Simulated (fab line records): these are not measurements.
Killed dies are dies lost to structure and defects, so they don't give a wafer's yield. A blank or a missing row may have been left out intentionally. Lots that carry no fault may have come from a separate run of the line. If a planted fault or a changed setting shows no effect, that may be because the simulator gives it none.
Split-lot trial	flow berkeleyCmos170	route with 331 steps; 5 lots, 23 wafers read

== ABOUT THE SPLIT ==
At UCB170_NWELL_CVD_04 (deposits Si3N4 from SiH2Cl2/NH3, target thk 224 nm, time 3360 s), the setting pressureMtorr was moved away from the recipe's 200 mTorr on 15 of the 23 wafers read, by -5.9% to +12.1%. This setting was run at the recipe's value on the other wafers.

No step appears in the file between the split and the reading.

== THE READING ==
NWELL_NITRIDE_THK in nanometres, read at UCB170_NWELL_THK_MEAS_05. A value of 226.2 nm with a standard deviation of 1.8 nm is what fault-free wafers of this fab line usually give.

wafer	tool, chamber at the split	pressureMtorr as run, mTorr	against the recipe	NWELL_NITRIDE_THK, nm	against lot-mates on the recipe
L079.1	-, -	200	recipe	224.1	-
L079.2	-, -	200	recipe	224.1	-
L079.4	-, -	200	recipe	224.7	-
L079.5	-, -	200	recipe	226.3	-
L079.6	-, -	200	recipe	225.7	-
L080.1	-, -	188.1	-5.9%	218.6	no lot-mate on the recipe
L080.2	-, -	188.1	-5.9%	221.4	no lot-mate on the recipe
L080.3	-, -	188.1	-5.9%	222.7	no lot-mate on the recipe
L080.5	-, -	188.1	-5.9%	221.0	no lot-mate on the recipe
L080.6	-, -	188.1	-5.9%	223.2	no lot-mate on the recipe
L083.1	-, -	224.2	+12.1%	235.1	no lot-mate on the recipe
L083.2	-, -	224.2	+12.1%	235.9	no lot-mate on the recipe
L083.4	-, -	224.2	+12.1%	236.1	no lot-mate on the recipe
L083.5	-, -	224.2	+12.1%	236.2	no lot-mate on the recipe
L083.6	-, -	224.2	+12.1%	235.3	no lot-mate on the recipe
L084.1	-, -	192.5	-3.7%	223.5	no lot-mate on the recipe
L084.2	-, -	192.5	-3.7%	223.4	no lot-mate on the recipe
L084.3	-, -	192.5	-3.7%	223.1	no lot-mate on the recipe
L084.4	-, -	192.5	-3.7%	223.9	no lot-mate on the recipe
L084.5	-, -	192.5	-3.7%	222.9	no lot-mate on the recipe
L085.1	lpcvd-02, 1	200	recipe	224.7	-
L085.2	lpcvd-02, 1	200	recipe	224.2	-
L085.6	lpcvd-02, 1	200	recipe	224.2	-

FIT RESULTS
A straight line over all 23 wafers: NWELL_NITRIDE_THK changes by +0.795 nm for each +1% of pressureMtorr; r = +0.98; the points scatter about the line by 1.2 nm.
Too few moved wafers have a lot-mate on the recipe to fit a line with each lot's own level taken away.

== THE WHOLE CHAIN: every reading that the file lists as answering this split, in the file's order ==
step	what it does	reading	change (the file's fit)	r (the file's)
UCB170_NWELL_CVD_04	deposits Si3N4 from SiH2Cl2/NH3, target thk 224 nm, time 3360 s	Si3N4_of_NWELL_CVD_04.thkNm (the simulator's own value, which no gauge read)	+0.796 nm for each +1% of the setting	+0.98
UCB170_NWELL_THK_MEAS_05		NWELL_NITRIDE_THK	+0.796 for each +1% of the setting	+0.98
UCB170_NWELL_ETCH_13	etches Si3N4 in CH3F/Ar/O2, stops on SiO2, target depth 246.4 nm, time 154 s	etch.depthNm (the simulator's own value, which no gauge read)	+0.802 nm for each +1% of the setting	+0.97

== THE FILE'S OWN FIT ==
NWELL_NITRIDE_THK changes by +0.796 nm for each +1% of pressureMtorr, r = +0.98.
